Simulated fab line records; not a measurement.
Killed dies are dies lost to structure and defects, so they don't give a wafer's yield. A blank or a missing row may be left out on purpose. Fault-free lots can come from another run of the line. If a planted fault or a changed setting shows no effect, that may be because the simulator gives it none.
A lot that was struck, set against a sound lot    flow rit cmos    43 out of 202 route steps
Sound: these wafers, L350.1, L350.4, L350.6. Struck: wafers L354.2, L354.3, L354.5. The cause comes at the end.
Each step with rows lists, per side, the tool, then ch with its chambers, then its first start. Under that, the readings that differ: sound wafers    struck wafers    difference of the means    sigmas: that difference in standard deviations of wafers without a fault.
alike: words and numbers the same on both sides, and readings whose means are apart by under 2 such deviations; not compared: readings that were withheld, readings missing a value for some wafer, numbers with overlapping values and no deviation given by the record, and bounds like >300 which may hide the same value.
A row with sigmas, a row that says differs or no value, or rows on one side alone: a step with any of these is where the two part. When numbers do not overlap yet have no deviation, they are printed without sigmas and do not part them. A reading missing from all wafers of one side parts the sides only when that side holds two or more wafers.

first, 1 step without rows for these wafers: RIT_SDANNEAL_CLEAN_02 (cleans in SC2, time 600 s).
RIT_SDANNEAL_RTA_03: time 5 s.
  sound on rtp anneal-01 ch 0, day 3 01:34; struck on rtp anneal-01 ch 0, day 3 21:59
  alike: wafer_temp_C_max
RIT_SDANNEAL_RS_MEAS_04: measurement is done with a four-point probe.
  sound on film metro-04 at day 3 01:38; struck on film metro-04 at day 3 22:04
  alike: PSD_RS
RIT_SDANNEAL_RS_MEAS_05: measurement is done with a four-point probe.
  sound on film metro-04 at day 3 01:45; struck on film metro-04 at day 3 22:11
  alike: NSD_RS
RIT_SDANNEAL_RS_MEAS_06: measurement is done with a four-point probe.
  sound on film metro-04 at day 3 01:52; struck on film metro-04 at day 3 22:18
reading           sound              struck             difference  sigmas
PLDD_RS (ohm/sq)  178.4 178.6 178.3  179.8 179.6 179.4  +1.2        +3
RIT_SDANNEAL_RS_MEAS_07: measurement is done with a four-point probe.
  sound on film metro-04 at day 3 01:59; struck on film metro-04 at day 3 22:25
reading           sound              struck             difference  sigmas
NLDD_RS (ohm/sq)  151.3 151.3 151.4  150.0 150.3 150.0  -1.2        -2
then, 2 steps without rows for these wafers: RIT_SILICIDE_WET_ETCH_00 (etches SiO2 in BOE, target depth 14 nm, time 15 s); RIT_SILICIDE_SPUTTER_01 (material Ti, target thk 30 nm, time 240 s).
RIT_SILICIDE_RS_MEAS_02: measurement is done with a four-point probe.
  sound on film metro-03 at day 3 02:16; struck on film metro-01 at day 3 22:42
  alike: SILICIDE_TI_RS
RIT_SILICIDE_THK_MEAS_03: measures by xrf.
  sound on film metro-03 at day 3 02:23; struck on film metro-01 at day 3 22:49
  alike: SILICIDE_TI_THK
then, 2 steps without rows for these wafers: RIT_SILICIDE_RTA_04 (time 10 s, ramp up 5 s, ramp down 5 s); RIT_SILICIDE_WET_ETCH_05 (etches Ti in SPM, time 120 s).
RIT_SILICIDE_RTA_06: time 10 s, ramp up 5 s, ramp down 10 s.
  sound on rtp anneal-01 ch 0, day 3 02:34; struck on rtp anneal-01 ch 0, day 3 22:59
  alike: wafer_temp_C_max
then, 1 step without rows for these wafers: RIT_CONTACT_CVD_00 (deposits SiO2 from TEOS, target thk 400 nm, time 61 s).
RIT_CONTACT_THK_MEAS_01:
  sound on film metro-04 at day 3 02:41; struck on film metro-02 at day 3 23:06
  alike: CONTACT_TEOS_THK
then, 6 steps without rows for these wafers: RIT_CONTACT_HMDS_02 (prime time 60 s); RIT_CONTACT_COAT_03 (resist thk 1000 nm); RIT_CONTACT_SOFTBAKE_04 (time 60 s); RIT_CONTACT_EXPOSE_05 (exposes mask M11, target cd 1000 nm); RIT_CONTACT_PEB_06; RIT_CONTACT_DEVELOP_07 (develop time 120 s).
RIT_CONTACT_CD_MEAS_08: the cd target is 1000 nm.
  sound on cd sem-01 at day 3 03:45; struck on cd sem-01 at day 4 00:35
  alike: cd nm
RIT_CONTACT_OVL_MEAS_09:
  sound on overlay-01 at day 3 03:52; struck on overlay-01 at day 4 00:41
  alike: CONTACT_OVL
then, 1 step without rows for these wafers: RIT_CONTACT_HARDBAKE_10 (time 60 s).
RIT_CONTACT_ETCH_11: etches SiO2 in CHF3/CF4/Ar, stops on TiSi2, target depth 480 nm, time 320 s.
  sound on rie diel-01 ch 0,1,2, day 3 04:03; struck on rie diel-03 ch 2,3, day 4 00:52
reading                      sound        struck       difference  sigmas
drypump motor current A (A)  5.3 5.7 5.4  6.0 6.3 6.3  +0.7        +2
  alike: O2_flow_sccm, oes product au, throttle valve pct
  not compared: rf hours counter h
RIT_CONTACT_STRIP_12: strips in O2, time 180 s.
  sound on plasma asher-03 ch 0,1, day 3 04:15; struck on plasma asher-01 ch 0,1, day 4 01:04
  alike: drypump motor current A
  not compared: rf hours counter h
RIT_CONTACT_CD_MEAS_90: the cd target is 1000 nm.
  sound on cd sem-02 at day 3 04:25; struck on cd sem-02 at day 4 01:15
  alike: cd nm
then, 2 steps without rows for these wafers: RIT_CONTACT_CLEAN_13 (cleans in SC1, time 600 s); RIT_CONTACT_CLEAN_14 (cleans in SC2, time 600 s).
RIT_M1_SPUTTER_00: material Al, target thk 400 nm, time 500 s.
  sound on pvd sputter-04 at day 3 04:53; struck on pvd sputter-04 at day 4 01:44
  alike: throttle valve pct
RIT_M1_RS_MEAS_01: measurement is done with a four-point probe.
  sound on film metro-02 at day 3 05:11; struck on film metro-03 at day 4 02:03
  alike: M1_AL_RS
RIT_M1_THK_MEAS_02: measures by xrf.
  sound on film metro-02 at day 3 05:19; struck on film metro-03 at day 4 02:10
  alike: M1_AL_THK
then, 6 steps without rows for these wafers: RIT_M1_HMDS_03 (prime time 60 s); RIT_M1_COAT_04 (resist thk 1300 nm); RIT_M1_SOFTBAKE_05 (time 60 s); RIT_M1_EXPOSE_06 (exposes mask M12, target cd 2600 nm); RIT_M1_PEB_07; RIT_M1_DEVELOP_08 (develop time 68 s).
RIT_M1_CD_MEAS_09: the cd target is 2600 nm.
  sound on cd sem-01 at day 3 06:15; struck on cd sem-01 at day 4 03:07
  alike: cd nm
RIT_M1_OVL_MEAS_10:
  sound on overlay-02 at day 3 06:22; struck on overlay-02 at day 4 03:13
  alike: M1_OVL
then, 1 step without rows for these wafers: RIT_M1_HARDBAKE_11 (time 120 s).
RIT_M1_METAL_ETCH_12: etches Al in Cl2/BCl3, stops on SiO2, time 165 s, target depth 600 nm.
  sound on rie metal-03 ch 0,1, day 3 06:39; struck on rie metal-02 ch 0, day 4 03:30
reading                      sound        struck       difference  sigmas
drypump motor current A (A)  6.4 5.1 6.4  4.9 4.9 4.9  -1.1        -2
  alike: he backside leak sccm, oes product au, throttle valve pct
  not compared: rf hours counter h
RIT_M1_PROBE_99:
  sound on prober-01 at day 3 08:55; struck on prober-01 at day 4 06:31
reading                          sound              struck             difference  sigmas
model.etest.npoly sal.rs ohm sq  4.377 4.412 4.421  4.535 4.503 4.548  +0.125      
model.etest.pplus sal.rs ohm sq  4.322 4.388 4.416  4.49 4.439 4.505   +0.10       
model.etest.ppoly sal.rs ohm sq  4.36 4.387 4.365   4.465 4.445 4.513  +0.104      
model.etest.nplus sal.rs ohm sq  4.332 4.386 4.336  4.523 4.403 4.492  +0.121      
  alike: killed at front end, killed dies, killed open, killed short

== WHERE THEY PART ==
At RIT_SDANNEAL_RS_MEAS_06 first; at RIT_M1_METAL_ETCH_12 last (within this record only). Later steps at which nothing parts them and some readings are alike: RIT_M1_PROBE_99.

WHY: the cause the simulator had injected
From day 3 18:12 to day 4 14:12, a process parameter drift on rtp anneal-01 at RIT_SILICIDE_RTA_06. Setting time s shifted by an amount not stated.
